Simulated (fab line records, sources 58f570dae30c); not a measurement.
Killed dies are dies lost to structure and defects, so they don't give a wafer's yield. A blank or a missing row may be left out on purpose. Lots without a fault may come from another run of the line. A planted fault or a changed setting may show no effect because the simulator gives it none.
fab line records | flow berkeley_cmos170
record lots=6 wafers=18 last_day=12
route steps=331 shown NWELL@15
lots that met no fault: from a run of the same line without faults
start_h: hours from the record's first day to the start of the lot's first wafer shown | wait_h: hours since the lot's step before | " the same as in the row above | L1.1+2: a row that stands for several wafers | - no value, or no start given | * or withheld: withheld | < > ~ a bound
route shown NAME@n: a module of which the file shows steps, and the number in the route of the first | usual: mean/standard deviation of fault-free wafers | same: alike in all rows | chamber/n: place in a boat | sites: the reading at each site | _std_site: their standard deviation | _edge_site: outer sites' mean less inner sites' | radius_mm: how far each site lies from the wafer's centre | mask NAME#n: copy n | behind: the tool/chamber that last shaped the wafer | hold: why the lot was held/for how many hours/how that ended | device: the transistor (n, p or np) that didn't switch | end of line: the same wafers' tests at the end of the route | a step without rows: its recipe alone | killed: dies lost to structure and defects at the first sort, not the wafer's yield | map: a wafer's dies, x killed, . not, _ none there
set.NAME: the setting as run; set.NAME@STEP: as run at that earlier step | model.NAME: the simulator's own value behind a step, which no gauge read
lots at some steps of the route; a table a step, a row a wafer
services: from which hour (start_h, from the record's first day; less than 0 if before it) a tool's chamber was out of use, for how many hours, and why
## steps
# step UCB170_NWELL_OXIDATION_01
# recipe temp_c=1000 ambient=O2 target_thk_a=264 ox_time_s=1260
# step UCB170_NWELL_THK_MEAS_02
# recipe reads=SiO2_of_NWELL_OXIDATION_01
# usual NWELL_OXIDE_THK=26.2/0.51
# columns lot.wafer tool chamber start_h wait_h NWELL_OXIDE_THK[nm]
L536.1 film_metro-04 - 47.86 0.0 26.0
L536.5 " - " " 26.0
L536.6 " - " " 25.8
L537.1 film_metro-04 - 53.63 0.0 26.2
L537.5 " - " " 26.2
L537.6 " - " " 26.5
L547.1 film_metro-02 - 105.83 0.0 27.1
L547.4 " - " " 27.1
L547.5 " - " " 27.2
L548.1 film_metro-02 - 109.76 0.0 26.2
L548.3 " - " " 25.9
L548.6 " - " " 26.1
L553.4 film_metro-02 - 135.42 0.0 25.9
L553.5 " - " " 26.4
L553.6 " - " " 26.1
L554.3 film_metro-04 - 139.93 0.0 25.7
L554.5 " - " " 25.3
L554.6 " - " " 24.9
# step UCB170_NWELL_ANNEAL_03
# recipe temp_c=1000 time_s=900 ambient=N2
# step UCB170_NWELL_CVD_04
# recipe material=Si3N4 target_thk_nm=224 temp_c=800 precursor=SiH2Cl2/NH3 time_s=3360 pressure_mtorr=200 sih2cl2_flow_sccm=25 nh3_flow_sccm=76.01
# step UCB170_NWELL_THK_MEAS_05
# recipe reads=Si3N4_of_NWELL_CVD_04
# usual NWELL_NITRIDE_THK=225.7/2.1
# columns lot.wafer tool chamber start_h wait_h NWELL_NITRIDE_THK[nm]
L536.1 film_metro-04 - 55.83 0.0 227.9
L536.5 " - " " 226.8
L536.6 " - " " 226.1
L537.1 film_metro-03 - 60.67 0.0 224.6
L537.5 " - " " 224.7
L537.6 " - " " 227.2
L547.1 film_metro-04 - 112.94 0.0 221.7
L547.4 " - " " 225.4
L547.5 " - " " 223.8
L548.1 film_metro-02 - 114.88 0.0 224.8
L548.3 " - " " 225.3
L548.6 " - " " 223.5
L553.4 film_metro-04 - 141.77 0.0 227.0
L553.5 " - " " 224.2
L553.6 " - " " 226.8
L554.3 film_metro-02 - 146.78 0.0 228.3
L554.5 " - " " 228.4
L554.6 " - " " 226.8
# step UCB170_NWELL_HMDS_06
# recipe prime_time_s=60 prime_temp_c=100
# step UCB170_NWELL_COAT_07
# recipe resist=KrF spin_rpm=1500 resist_thk_nm=900
# step UCB170_NWELL_SOFTBAKE_08
# recipe resist=KrF temp_c=130 time_s=60
# step UCB170_NWELL_EXPOSE_09
# recipe mask_id=NWELL target_cd_nm=3000 na=0.5 sigma_outer=0.6 source_shape=conventional dose_mj=25
# step UCB170_NWELL_PEB_10
# recipe peb_temp_c=130 peb_time_s=withheld resist=KrF
# step UCB170_NWELL_DEVELOP_11
# recipe developer=TMAH develop_time_s=45 resist=KrF dev_temp_c=21
# step UCB170_NWELL_OVL_MEAS_12
# usual NWELL_OVL=-1/5.8
# columns lot.wafer tool chamber start_h wait_h NWELL_OVL[nm]
L536.1 overlay-01 - 57.44 - -2
L536.5 " - " " -4
L536.6 " - " " -5
L537.1 overlay-01 - 62.35 - -2
L537.5 " - " " 1
L537.6 " - " " 3
L547.1 overlay-01 - 114.65 - -8
L547.4 " - " " 2
L547.5 " - " " 4
L548.1 overlay-02 - 116.04 - -3
L548.3 " - " " -2
L548.6 " - " " 7
L553.4 overlay-01 - 143.62 - -7
L553.5 " - " " 3
L553.6 " - " " -2
L554.3 overlay-02 - 148.41 - -2
L554.5 " - " " -3
L554.6 " - " " 2
# step UCB170_NWELL_ETCH_13
# recipe chemistry=CH3F/Ar/O2 target=Si3N4 stop_on=SiO2 CH3F_flow_sccm=20 Ar_flow_sccm=50 O2_flow_sccm=7 pressure_mtorr=50 rf_w=450 target_depth_a=2464 over_etch_frac=0.1 time_s=154
# usual CH3F_flow_sccm=20.00/0.057 O2_flow_sccm=7.004/0.021 drypump_motor_current_A=5.49/0.28 oes_product_au=0.942/0.016 rf_fwd_power_W=447.8/1.6 throttle_valve_pct=7.97/0.12
# columns lot.wafer tool chamber start_h wait_h CH3F_flow_sccm O2_flow_sccm drypump_motor_current_A oes_product_au rf_fwd_power_W rf_hours_counter_h throttle_valve_pct model.KrF_of_NWELL_COAT_07.thk_nm
L536.1 rie_diel-01 0 57.48 0.0 19.94 6.987 5.29 0.984 448.9 129 8.03 723.8
L536.5 " 3 " " 20.01 7.005 5.49 0.946 447.2 - 7.81 721.8
L536.6 " 0 " " 20.00 6.968 5.29 0.977 448.6 - 8.02 716.8
L537.1 rie_diel-03 3 62.39 0.0 19.98 7.013 5.51 0.943 449.5 77 7.96 720.5
L537.5 " 1 " " 19.91 7.002 5.62 0.922 449.5 - 7.84 721
L537.6 " 0 " " 20.12 6.980 5.45 0.919 449.4 - 7.99 716.1
L547.1 rie_diel-01 1 114.68 0.0 - - - - - - - 883.9
L547.4 " 2 " " - - - - - - - 880.4
L547.5 " 0 " " - - - - - - - 887.1
L548.1 rie_diel-01 3 116.08 0.0 - - - - - - - 886.3
L548.3 " 1 " " - - - - - - - 884.5
L548.6 " 2 " " - - - - - - - 886.6
L553.4 rie_diel-03 0 143.64 0.0 20.03 6.959 5.44 0.912 448.1 37 8.00 720.4
L553.5 " 0 " " 19.90 6.987 5.46 0.917 447.7 - 8.01 718.2
L553.6 " 1 " " 19.97 7.001 5.65 0.928 448.8 - 7.81 724.6
L554.3 rie_diel-01 0 148.48 0.1 20.06 7.008 5.28 0.978 444.5 - 8.01 715.5
L554.5 " 0 " " 20.02 7.018 5.27 0.983 445.0 - 8.04 718.3
L554.6 " 2 " " 20.10 7.026 6.01 0.947 447.2 - 8.08 715.1
# step UCB170_NWELL_IMPLANT_14
# recipe species=P dose_cm2=1e+13 energy_kev=150 tilt_deg=7
# step UCB170_NWELL_STRIP_15
# recipe chemistry=O2 power_w=400 pressure_mtorr=3500 platen_temp_c=withheld o2_flow_sccm=400 overash_fraction=0.5
# usual drypump_motor_current_A=5.6/0.45 oes_product_au=0.721/0.0044 strip_time_to_endpoint_s=18.02/0.1
# columns lot.wafer tool chamber start_h wait_h drypump_motor_current_A oes_product_au rf_hours_counter_h strip_time_to_endpoint_s
L536.1 plasma_asher-01 1 57.73 0.1 5.4 0.723 32 18.08
L536.5 " 0 " " 5.3 0.725 - 18.02
L536.6 " 1 " " 5.4 0.726 - 17.89
L537.1 plasma_asher-01 1 62.64 0.1 5.4 0.725 33 17.99
L537.5 " 1 " " 5.4 0.720 - 18.01
L537.6 " 0 " " 5.2 0.725 - 17.88
L547.1 plasma_asher-04 1 114.93 0.1 6.3 0.737 33 21.60
L547.4 " 1 " " 6.4 0.732 - 21.49
L547.5 " 1 " " 6.4 0.739 - 21.65
L548.1 plasma_asher-04 0 116.34 0.1 5.3 0.736 33 21.66
L548.3 " 0 " " 5.3 0.740 - 21.58
L548.6 " 0 " " 5.3 0.735 - 21.65
L553.4 plasma_asher-04 1 143.93 0.1 6.4 0.721 - 17.99
L553.5 " 1 " " 6.4 0.717 - 17.94
L553.6 " 0 " " 5.3 0.716 - 18.10
L554.3 plasma_asher-01 0 148.77 0.1 5.3 0.715 - 17.87
L554.5 " 0 " " 5.3 0.725 - 17.93
L554.6 " 1 " " 5.4 0.716 - 17.85
# step UCB170_NWELL_TW_MEAS_16
# usual NWELL_TW=1249/6.7
# columns lot.wafer tool chamber start_h wait_h NWELL_TW
L536.1 film_metro-02 - 57.83 0.1 1256
L536.5 " - " " 1253
L536.6 " - " " 1247
L537.1 film_metro-02 - 62.74 0.1 1250
L537.5 " - " " 1254
L537.6 " - " " 1246
L547.1 film_metro-02 - 115.03 0.1 1251
L547.4 " - " " 1245
L547.5 " - " " 1252
L548.1 film_metro-04 - 116.44 0.1 1236
L548.3 " - " " 1229
L548.6 " - " " 1229
L553.4 film_metro-04 - 144.02 0.1 1247
L553.5 " - " " 1246
L553.6 " - " " 1252
L554.3 film_metro-04 - 148.86 0.1 1253
L554.5 " - " " 1245
L554.6 " - " " 1247
## services
# columns tool chamber start_h hours kind
rie_diel-03 0 38.76 2.1 repair
rie_diel-01 - 62.61 0.4 repair
rie_diel-01 2 83.89 - clean
rie_diel-01 2 83.89 21.2 scheduled_down
rie_diel-01 2 83.89 21.2 vent_cycle
rie_diel-01 - 89.83 0.6 repair
plasma_asher-01 - 98.02 2.8 pm
rie_diel-03 - 107.32 14.6 pm
plasma_asher-01 - 108.75 9.0 pm
plasma_asher-01 0 108.75 9.0 vent_cycle
plasma_asher-01 1 108.75 9.0 vent_cycle
plasma_asher-01 0 117.75 - clean
plasma_asher-01 1 117.75 - clean
rie_diel-03 3 125.53 4.9 repair
rie_diel-03 1 133.39 4.7 repair
rie_diel-03 0 135.29 7.5 repair
rie_diel-01 3 145.47 6.0 repair
rie_diel-01 1 147.38 10.7 repair
## key
first_sign step=UCB170_NWELL_ETCH_13 reading=tool_record direction=missing
effect step=UCB170_NWELL_STRIP_15 reading=strip_time_to_endpoint_s direction=up sigmas=35 usual=* struck=*
model_effect step=UCB170_NWELL_ETCH_13 value=KrF_of_NWELL_COAT_07.thk_nm without=721.4 struck=884.8
met_at UCB170_NWELL_ETCH_13
struck_wafers L547.1,L547.4,L547.5,L548.1,L548.3,L548.6
later_rows_left_out L547.1,L547.4,L547.5,L548.1,L548.3,L548.6
sort_left_out L547.1,L547.4,L547.5,L548.1,L548.3,L548.6
tester_left_out L547,L548
onset_between 57.48 114.68
fault kind=skipped_step_whole tool=rie_diel-01 chamber=- onset_h=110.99 steps=UCB170_NWELL_ETCH_13 scope=struck_lots_only
# tester_left_out: of these lots the tester's yield and bins aren't shown, on N5 and GAA mostly nor the transistor test; their killed dies are dies lost to structure and defects alone, not to doping, threshold or leakage, so they don't give the yield
# sort_left_out: the simulated sort isn't trusted on such a fault, so these wafers' sort isn't shown, and their yield isn't known
# later_rows_left_out: the simulator's readings of these wafers behind a module that went badly wrong aren't trusted and aren't shown, but for the sort
